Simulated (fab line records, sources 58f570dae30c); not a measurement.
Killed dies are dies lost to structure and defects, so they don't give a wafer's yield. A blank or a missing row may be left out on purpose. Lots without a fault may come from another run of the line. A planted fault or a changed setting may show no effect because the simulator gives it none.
Which tool did it? | flow berkeley_cmos170 | 13 lots, 39 wafers sampled, at 3 steps of a route of 331

WHAT THE GAUGES READ, wafer by wafer
UCB170_PSD_TW_MEAS_10.
lot  | measured     | on            | PSD_TW
L800 | day 8 03:38  | film_metro-02 | 2307 2297 2302
L798 | day 8 02:55  | film_metro-04 | 2314 2318 2310
L799 | day 8 03:55  | film_metro-01 | 2341 2347 2344
L803 | day 8 08:48  | film_metro-02 | 2297 2291 2302
L804 | day 9 02:53  | film_metro-02 | 2280 2293 2291
L806 | day 9 03:10  | film_metro-02 | 2303 2279 2297
L805 | day 9 03:07  | film_metro-01 | 2345 2343 2339
L809 | day 9 19:14  | film_metro-01 | 2332 2329 2350
L808 | day 10 00:17 | film_metro-04 | 2329 2351 2341
L811 | day 10 11:40 | film_metro-01 | 30 30 30
L819 | day 12 01:38 | film_metro-02 | 2289 2279 2279
L820 | day 12 01:57 | film_metro-04 | 2350 2335 2339
L821 | day 12 07:16 | film_metro-01 | 2357 2345 2355

WHICH TOOL RAN EACH LOT (tool, then ch and the chambers of the sampled wafers, then the start)
lot  | UCB170_NLDD_STRIP_10                 | UCB170_PSD_STRIP_09
L800 | plasma_asher-04 ch 0,1, day 7 12:49  | plasma_asher-03 ch 0,1, day 8 03:31
L798 | plasma_asher-04 ch 0,1, day 7 13:32  | plasma_asher-02 ch 0,1, day 8 02:50
L799 | plasma_asher-01 ch 0, day 7 14:23    | plasma_asher-03 ch 0,1, day 8 03:49
L803 | plasma_asher-03 ch 0,1, day 8 01:10  | plasma_asher-01 ch 0,1, day 8 08:42
L804 | plasma_asher-01 ch 0, day 8 17:23    | plasma_asher-03 ch 0,1, day 9 02:47
L806 | plasma_asher-01 ch 0,1, day 8 18:06  | plasma_asher-03 ch 0,1, day 9 03:04
L805 | plasma_asher-01 ch 0,1, day 8 18:22  | plasma_asher-01 ch 0,1, day 9 03:00
L809 | plasma_asher-04 ch 0,1, day 9 10:55  | plasma_asher-01 ch 0,1, day 9 19:08
L808 | plasma_asher-04 ch 0,1, day 9 12:34  | plasma_asher-03 ch 0,1, day 10 00:10
L811 | plasma_asher-04 ch 0,1, day 10 03:02 | plasma_asher-01 ch 0,1, day 10 11:34
L819 | plasma_asher-01 ch 0,1, day 11 18:31 | plasma_asher-02 ch 0,1, day 12 01:32
L820 | plasma_asher-01 ch 0,1, day 11 19:22 | plasma_asher-03 ch 0,1, day 12 01:50
L821 | plasma_asher-01 ch 0,1, day 12 00:33 | plasma_asher-02 ch 0,1, day 12 07:10
- UCB170_NLDD_STRIP_10: strips in O2.
- UCB170_PSD_STRIP_09: strips in O2.

WHAT THE TOOLS THEMSELVES READ (means of the sampled wafers that have a number; where no wafer has one, the mark that the record gives instead)
UCB170_NLDD_STRIP_10.
lot  | tool            | drypump_motor_current_A (A) | oes_product_au (a.u.) | strip_time_to_endpoint_s (s)
L800 | plasma_asher-04 | 5.6                         | 0.730                 | 21.61
L798 | plasma_asher-04 | 5.6                         | 0.733                 | 21.62
L799 | plasma_asher-01 | 6.6                         | 0.733                 | 21.60
L803 | plasma_asher-03 | 5.6                         | 0.735                 | 21.62
L804 | plasma_asher-01 | 6.6                         | 0.731                 | 21.65
L806 | plasma_asher-01 | 5.8                         | 0.735                 | 21.63
L805 | plasma_asher-01 | 5.9                         | 0.733                 | 21.62
L809 | plasma_asher-04 | 5.6                         | 0.734                 | 21.60
L808 | plasma_asher-04 | 5.1                         | 0.737                 | 21.61
L811 | plasma_asher-04 | 5.2                         | 0.979                 | -
L819 | plasma_asher-01 | 5.9                         | 0.735                 | 21.60
L820 | plasma_asher-01 | 6.2                         | 0.733                 | 21.47
L821 | plasma_asher-01 | 5.9                         | 0.731                 | 21.51

UCB170_PSD_STRIP_09.
lot  | tool            | drypump_motor_current_A (A) | oes_product_au (a.u.) | strip_time_to_endpoint_s (s)
L800 | plasma_asher-03 | 5.2                         | 0.598                 | 29.35
L798 | plasma_asher-02 | 5.4                         | 0.603                 | 29.22
L799 | plasma_asher-03 | 5.6                         | 0.599                 | 29.25
L803 | plasma_asher-01 | 5.9                         | 0.601                 | 29.35
L804 | plasma_asher-03 | 5.2                         | 0.600                 | 29.41
L806 | plasma_asher-03 | 5.2                         | 0.597                 | 29.50
L805 | plasma_asher-01 | 6.2                         | 0.600                 | 29.42
L809 | plasma_asher-01 | 5.8                         | 0.599                 | 29.34
L808 | plasma_asher-03 | 5.2                         | 0.600                 | 29.30
L811 | plasma_asher-01 | 5.9                         | 0.632                 | 38.14
L819 | plasma_asher-02 | 5.7                         | 0.598                 | 29.34
L820 | plasma_asher-03 | 5.2                         | 0.599                 | 29.34
L821 | plasma_asher-02 | 5.7                         | 0.598                 | 29.39

THE ANSWER, worked out from the rows above alone
Rule: what is usual is taken from the lots themselves. Put in order of their means at a reading, lots are off if they are a third of the lots or fewer, leave a main group of 4 or more, and stand apart from it by a gap of 3 or more times the standard deviation of the main group's means; of several such gaps the widest counts. A main group whose means are all the same, to the digits that the tables above print for the reading, isn't used. A lot without any number at a reading at which 4 lots or more have one is off too. The other lots that the step has rows for count as sound. The gauges are gone through in route order, then the tools' own readings, and for those a lot's mean is taken as printed above. The first step at which some lot is off is used, and at that step the reading that is off furthest; a lot without a number counts as furthest.
Off: L811, at UCB170_PSD_TW_MEAS_10 (PSD_TW). The main group: mean 2319, standard deviation 25.
A tool fits if, at a process step before that reading, it ran every lot that is off, and no sound lot after the first of them. The gauges at UCB170_PSD_TW_MEAS_10 aren't tried: what is off there is off at UCB170_NLDD_STRIP_10 too, on other tools, and a gauge's error can't cause that. Can't be told from this: 2 tools fit, plasma_asher-04 at UCB170_NLDD_STRIP_10, plasma_asher-01 at UCB170_PSD_STRIP_09.

WHAT THE SIMULATOR HAD PUT IN
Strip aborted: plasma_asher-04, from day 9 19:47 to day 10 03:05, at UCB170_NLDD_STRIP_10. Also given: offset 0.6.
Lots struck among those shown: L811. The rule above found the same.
